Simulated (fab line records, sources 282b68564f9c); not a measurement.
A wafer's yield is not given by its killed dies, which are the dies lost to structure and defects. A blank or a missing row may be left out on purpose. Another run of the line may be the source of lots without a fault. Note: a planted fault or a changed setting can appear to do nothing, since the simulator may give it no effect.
Comparing a struck lot with a sound one    flow ritCmos    22 out of 202 route steps
Sound: wafers L549.1, L549.4, L549.6. The struck wafers were L553.2, L553.4, L553.6. At the end, the cause is stated.
Per side, at each step with rows, come the tool, then ch with its chambers, and then its first start. Under that, the readings that differ: sound wafers    struck wafers    difference of the means    sigmas: that difference in standard deviations of wafers without a fault.
alike: words and numbers the same on both sides, and readings whose means are apart by under 2 such deviations; not compared: readings that were withheld, readings missing a value for some wafer, numbers with overlapping values and no deviation given by the record, and bounds like >300 which may hide the same value.
Wherever a step has rows on one side only, a row that says differs or no value, or a row with sigmas, the two part there. Numbers that have no deviation but don't overlap get no sigmas and don't part them. A reading missing from all wafers of one side parts the sides only when that side holds two or more wafers.

first, 2 steps without rows for these wafers: RIT_NSD_HARDBAKE_07 (time 60 s); RIT_NSD_IMPLANT_08.
RIT_NSD_STRIP_09: strips in O2, time 180 s.
  sound on plasmaAsher-04 ch 0,1, day 4 04:41; struck on plasmaAsher-03 ch 0,1, day 5 03:14
  alike: drypumpMotorCurrentA
  not compared: rfHoursCounterH
RIT_NSD_TW_MEAS_10:
  struck on filmMetro-03, day 5 03:25; sound on filmMetro-03, day 4 04:51
  alike: NSD_TW
then, 6 steps without rows for these wafers: RIT_PSD_HMDS_00 (prime time 60 s); RIT_PSD_COAT_01 (resist thk 1000 nm); RIT_PSD_SOFTBAKE_02 (time 60 s); RIT_PSD_EXPOSE_03 (exposes mask M10, target cd 40900 nm); RIT_PSD_PEB_04; RIT_PSD_DEVELOP_05 (develop time 50 s).
RIT_PSD_OVL_MEAS_06:
  struck on overlay-01, day 5 04:27; sound on overlay-01, day 4 05:46
  alike: PSD_OVL
then, 1 step without rows for these wafers: RIT_PSD_HARDBAKE_07 (time 60 s).
RIT_PSD_IMPLANT_08:
  sound on implanter-01 ch 0, day 4 05:57; struck on implanter-01 ch 0, day 5 04:40
reading           sound                          struck                         difference  sigmas
doseIonsCm2       4.988e+15 4.993e+15 4.987e+15  2.135e+15 2.135e+15 2.137e+15  -2.854e+15  -99 or more
faradayCurrentUA  10850 10957 10859              6703 6802 6732                 -4143       -3
  alike: endStationPressureTorr
RIT_PSD_STRIP_09: strips in O2, time 180 s.
  sound on plasmaAsher-03 ch 1, day 4 06:06; struck on plasmaAsher-01 ch 0, day 5 04:47
  alike: drypumpMotorCurrentA
  not compared: rfHoursCounterH
RIT_PSD_TW_MEAS_10:
  struck on filmMetro-03, day 5 04:58; sound on filmMetro-02, day 4 06:17
reading  sound           struck          difference  sigmas
PSD_TW   3415 3427 3410  3054 3058 3061  -360        -26
then, 3 steps without rows for these wafers: RIT_SDANNEAL_CLEAN_00 (cleans in SC1, time 600 s); RIT_SDANNEAL_CLEAN_01 (cleans in dHF, time 30 s); RIT_SDANNEAL_CLEAN_02 (cleans in SC2, time 600 s).
RIT_SDANNEAL_RTA_03: time 5 s.
  sound on rtpAnneal-01 ch 0, day 4 06:42; struck on rtpAnneal-01 ch 0, day 5 05:23
  alike: rampDownCPerS, wafer_temp_C_max
RIT_SDANNEAL_RS_MEAS_04: a four-point-probe measurement.
  struck on filmMetro-02, day 5 05:28; sound on filmMetro-03, day 4 06:46
reading          sound              struck             difference  sigmas
PSD_RS (ohm/sq)  116.6 116.1 116.2  128.5 128.3 128.5  +12.1       +38
RIT_SDANNEAL_RS_MEAS_05: a four-point-probe measurement.
  struck on filmMetro-02, day 5 05:35; sound on filmMetro-03, day 4 06:53
  alike: NSD_RS
RIT_M1_PROBE_99:
  struck on prober-01, day 5 13:10; sound on prober-02, day 4 14:23
reading                            sound              struck             difference  sigmas
model.etest.pmos_0p3.rOnOhmUm      6486 6502 6325     6858 6818 6746     +370        
model.etest.pmosTurned.rOnOhmUm    3646 3604 3494     3734 3674 3648     +104        
model.etest.pmos_0p15.rOnOhmUm     2848 2821 2748     3064 2980 2977     +201        
model.etest.contactPplus.endOhmUm  43.91 42.74 43.42  71.99 71.44 70.63  +28.00      
model.etest.pmos_0p15.driveUaUm    247.2 251.4 260.9  235 233.7 238.9    -17         
model.etest.pmos_0p3.driveUaUm     96.06 97.3 99.48   90.92 90.54 91.9   -6.49       
model.etest.pmosNarrow.driveUaUm   95.49 97 100.6     92.73 93.97 94.95  -3.81       
  alike: killedAtContacts, killedAtFrontEnd, killedDies, killedOnRim, killedOpen, killedShort
  not compared: model.etest.ppolyLine.rsOhmSq

## WHERE THEY PART
At RIT_PSD_IMPLANT_08 first; at RIT_SDANNEAL_RS_MEAS_04 last (within this record only). Later steps at which nothing parts them and some readings are alike: RIT_SDANNEAL_RS_MEAS_05, RIT_M1_PROBE_99.

WHY: what had been put in by the simulator
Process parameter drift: implanter-01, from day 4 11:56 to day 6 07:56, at RIT_PSD_IMPLANT_08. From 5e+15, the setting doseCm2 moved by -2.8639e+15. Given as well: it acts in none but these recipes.
